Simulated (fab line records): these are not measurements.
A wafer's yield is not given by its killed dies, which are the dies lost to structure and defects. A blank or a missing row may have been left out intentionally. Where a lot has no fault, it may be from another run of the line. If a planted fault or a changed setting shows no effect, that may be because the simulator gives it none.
Lot-split experiment    flow rit cmos    route with 202 steps; 5 lots, 23 wafers read

THE SPLIT
At RIT_ACTIVE_CVD_03 (deposits Si3N4 from SiH2Cl2/NH3, target thk 150 nm, time 1500 s), the setting pressure mtorr was moved away from the recipe's 300 mTorr on 15 of the 23 wafers read, by -7.4% to +9.6%. For the rest of the wafers, this setting stayed at what the recipe calls for.

The split's own step is where the reading is taken.

THE READING
Si3N4_of_ACTIVE_CVD_03.thk nm (the simulator's own value, which no gauge read), in nm, at RIT_ACTIVE_CVD_03 (deposits Si3N4 from SiH2Cl2/NH3, target thk 150 nm, time 1500 s). There is no usual value for it anywhere in the file. Here, 8 wafers ran the recipe; their average is 151.0 nm with a standard deviation of 0.9 nm.

wafer   tool, chamber at the split  pressure mtorr as run, mTorr  against the recipe  Si3N4_of_ACTIVE_CVD_03.thk nm, nm  against lot-mates on the recipe
L077.1  lpcvd-01, 0                 300                           recipe              151.8                              -
L077.3  lpcvd-01, 0                 300                           recipe              151.6                              -
L077.4  lpcvd-01, 0                 300                           recipe              151.9                              -
L078.1  -, -                        300                           recipe              151                                -
L078.2  -, -                        300                           recipe              149.6                              -
L078.4  -, -                        300                           recipe              149.5                              -
L078.5  -, -                        300                           recipe              151.7                              -
L078.6  -, -                        300                           recipe              150.9                              -
L079.1  -, -                        277.7                         -7.4%               145.4                              no lot-mate on the recipe
L079.2  -, -                        277.7                         -7.4%               144.5                              no lot-mate on the recipe
L079.3  -, -                        277.7                         -7.4%               145.5                              no lot-mate on the recipe
L079.4  -, -                        277.7                         -7.4%               144.8                              no lot-mate on the recipe
L079.6  -, -                        277.7                         -7.4%               145.7                              no lot-mate on the recipe
L083.2  -, -                        328.8                         +9.6%               155.7                              no lot-mate on the recipe
L083.3  -, -                        328.8                         +9.6%               156                                no lot-mate on the recipe
L083.4  -, -                        328.8                         +9.6%               154.4                              no lot-mate on the recipe
L083.5  -, -                        328.8                         +9.6%               156.2                              no lot-mate on the recipe
L083.6  -, -                        328.8                         +9.6%               155.4                              no lot-mate on the recipe
L084.1  -, -                        315.1                         +5.0%               149.3                              no lot-mate on the recipe
L084.2  -, -                        315.1                         +5.0%               150.5                              no lot-mate on the recipe
L084.3  -, -                        315.1                         +5.0%               151                                no lot-mate on the recipe
L084.5  -, -                        315.1                         +5.0%               150.3                              no lot-mate on the recipe
L084.6  -, -                        315.1                         +5.0%               150.6                              no lot-mate on the recipe

THE FIT
A straight line over all 23 wafers: Si3N4_of_ACTIVE_CVD_03.thk nm changes by +0.536 nm for each +1% of pressure mtorr; r = +0.91; the points scatter about the line by 1.5 nm.
Too few moved wafers have a lot-mate on the recipe to fit a line with each lot's own level taken away.

FILE'S OWN FIT
Si3N4_of_ACTIVE_CVD_03.thk nm changes by +0.536 nm for each +1% of pressure mtorr, r = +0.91.
